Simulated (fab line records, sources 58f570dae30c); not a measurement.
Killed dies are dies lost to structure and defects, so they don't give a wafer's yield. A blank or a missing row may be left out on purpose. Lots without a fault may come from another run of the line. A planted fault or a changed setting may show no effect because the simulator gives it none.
A struck lot beside a sound one | flow berkeley_cmos170 | 17 steps out of a route of 331
Sound: wafers L461.1, L461.4, L461.5. Struck: wafers L477.4, L477.5, L477.6. The cause comes at the end.
At each step with rows: each side's tool, then ch and its chambers, then its first start. Under that, the readings that differ: sound wafers | struck wafers | difference of the means | sigmas: that difference in standard deviations of wafers without a fault.
alike: readings whose means differ by less than 2 such deviations, and words and numbers that are the same on both sides. not compared: withheld readings, readings that some wafer has no value for, bounds like >300 that may hide the same value, and numbers for which the record gives no deviation and whose values overlap.
The two part at a step that has a row with sigmas, a row that says differs or no value, or rows on one side only. Numbers that don't overlap but have no deviation are shown without sigmas and don't part them. A reading that every wafer of one side lacks parts them only if that side has two wafers or more.

UCB170_NVT_OVL_MEAS_06:
  sound on overlay-02, day 5 14:49; struck on overlay-01, day 8 12:20
  reading      | sound  | struck    | difference | sigmas
  NVT_OVL (nm) | 4 13 8 | -9 -11 -5 | -17        | -2
then, 1 step without rows for these wafers: UCB170_NVT_IMPLANT_07.
UCB170_NVT_STRIP_08: strips in O2.
  sound on plasma_asher-04 ch 0,1, day 5 15:01; struck on plasma_asher-03 ch 0,1, day 8 12:32
  reading                      | sound             | struck            | difference | sigmas
  strip_time_to_endpoint_s (s) | 21.50 21.52 21.58 | 21.76 21.66 21.74 | +0.19      | +3
  alike: drypump_motor_current_A, oes_product_au
  not compared: rf_hours_counter_h
UCB170_NVT_TW_MEAS_09:
  sound on film_metro-01, day 5 15:07; struck on film_metro-01, day 8 12:38
  alike: NVT_TW
then, 7 steps without rows for these wafers: UCB170_NVT_CLEAN_10 (cleans in SPM, time 600 s); UCB170_PVT_HMDS_00 (prime time 60 s); UCB170_PVT_COAT_01 (resist thk 900 nm); UCB170_PVT_SOFTBAKE_02 (time 60 s); UCB170_PVT_EXPOSE_03 (exposes mask NWELL, target cd 3000 nm); UCB170_PVT_PEB_04; UCB170_PVT_DEVELOP_05 (develop time 45 s).
UCB170_PVT_OVL_MEAS_06:
  sound on overlay-02, day 5 17:26; struck on overlay-02, day 8 14:11
  alike: PVT_OVL
UCB170_PVT_IMPLANT_07:
  sound on implanter-04 ch 0, day 5 17:28; struck on implanter-02 ch 0, day 8 14:49
  alike: beam_energy_keV, tilt_deg
UCB170_PVT_STRIP_08: strips in O2.
  sound on plasma_asher-04 ch 0,1, day 5 17:37; struck on plasma_asher-03 ch 0,1, day 8 14:59
  alike: drypump_motor_current_A, oes_product_au, strip_time_to_endpoint_s
  not compared: rf_hours_counter_h
UCB170_PVT_TW_MEAS_09:
  sound on film_metro-02, day 5 17:43; struck on film_metro-04, day 8 15:06
  reading | sound       | struck      | difference | sigmas
  PVT_TW  | 512 515 516 | 628 624 628 | +112       | +35
then, 1 step without rows for these wafers: UCB170_GATE_WET_ETCH_00 (etches SiO2 in dHF, time 200 s).
-- the record jumps here: 2 days lie between the struck wafers' starts before and after (it left off in module GATE and takes up again in module M3, whose first step shown is number 331 of the route) --
UCB170_M3_PROBE_99:
  the record has rows for the struck wafers here (prober-02, day 10 21:22) and none for the sound ones

WHERE THEY PART
First at UCB170_NVT_OVL_MEAS_06; last, within this record, at UCB170_M3_PROBE_99.

WHY: what the simulator had put in
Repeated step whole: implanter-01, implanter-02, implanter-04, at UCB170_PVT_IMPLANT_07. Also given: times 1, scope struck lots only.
